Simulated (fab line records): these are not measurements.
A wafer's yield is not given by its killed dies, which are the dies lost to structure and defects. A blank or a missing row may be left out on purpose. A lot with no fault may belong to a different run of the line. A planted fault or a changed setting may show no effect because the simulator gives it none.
A struck lot beside a sound one ; flow rit cmos ; 15 steps out of a route of 202
Sound: the wafers L627.2, L627.5, L627.6. Wafers L636.2, L636.3, L636.6 were the ones struck. The cause is named last.
Per side, at each step with rows, come the tool, then ch with its chambers, and then its first start. Under that, the readings that differ: sound wafers ; struck wafers ; difference of the means ; sigmas: that difference in standard deviations of wafers without a fault.
alike: same words and numbers on both sides, and readings whose means sit less than 2 such deviations apart. not compared: any withheld reading, any reading some wafer has no value for, any bound like >300 that may hide the same value, and any number with overlapping values for which the record gives no deviation.
The two part at a step that has a row with sigmas, a row that says differs or no value, or rows on one side only. Non-overlapping numbers with no deviation appear without sigmas and do not part them. A reading missing from all wafers of one side parts the sides only when that side holds two or more wafers.

first, 5 steps without rows for these wafers: RIT_NRETRO_COAT_01 (resist thk 1300 nm); RIT_NRETRO_SOFTBAKE_02 (time 60 s); RIT_NRETRO_EXPOSE_03 (exposes mask M4, target cd 43900 nm); RIT_NRETRO_PEB_04; RIT_NRETRO_DEVELOP_05 (develop time 68 s).
RIT_NRETRO_OVL_MEAS_06:
  sound on overlay-02 at day 2 20:34; struck on overlay-02 at day 4 14:36
  alike: NRETRO_OVL
then, 2 steps without rows for these wafers: RIT_NRETRO_HARDBAKE_07 (time 120 s); RIT_NRETRO_IMPLANT_08.
RIT_NRETRO_STRIP_09: strips in O2, time 180 s.
  sound on plasma asher-01 ch 0,1, day 2 21:00; struck on plasma asher-01 ch 0, day 4 15:02
  alike: chamber pressure mTorr, drypump motor current A
  not compared: rf hours counter h
RIT_NRETRO_TW_MEAS_10:
  sound on film metro-02 at day 2 21:11; struck on film metro-03 at day 4 15:13
  alike: NRETRO_TW
then, 2 steps without rows for these wafers: RIT_PRETRO_HMDS_00 (prime time 60 s); RIT_PRETRO_COAT_01 (resist thk 1300 nm).
RIT_PRETRO_SOFTBAKE_02: time 60 s.
  sound on litho track-04 ch 0, day 2 21:34; struck on litho track-03 ch 0, day 4 15:35
reading;sound;struck;difference;sigmas
heater power total W (W);34.54 34.62 34.59;35.72 35.74 35.79;+1.17;+24
run length s (s);89.10 89.19 89.42;82.59 82.77 82.56;-6.60;-47
then, 1 step without rows for these wafers: RIT_PRETRO_EXPOSE_03 (exposes mask M5, target cd 43700 nm).
RIT_M1_PROBE_99:
  sound on prober-02 at day 4 01:50; struck on prober-02 at day 5 21:34
  alike: killed at contacts, killed at front end, killed dies, killed on rim, killed open, killed short

## WHERE THEY PART
RIT_PRETRO_SOFTBAKE_02 only, going by this record. Later steps at which nothing parts them and some readings are alike: RIT_M1_PROBE_99.

WHY: what had been put in by the simulator
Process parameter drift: litho track-03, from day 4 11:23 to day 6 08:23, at RIT_PRETRO_SOFTBAKE_02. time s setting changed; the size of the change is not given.
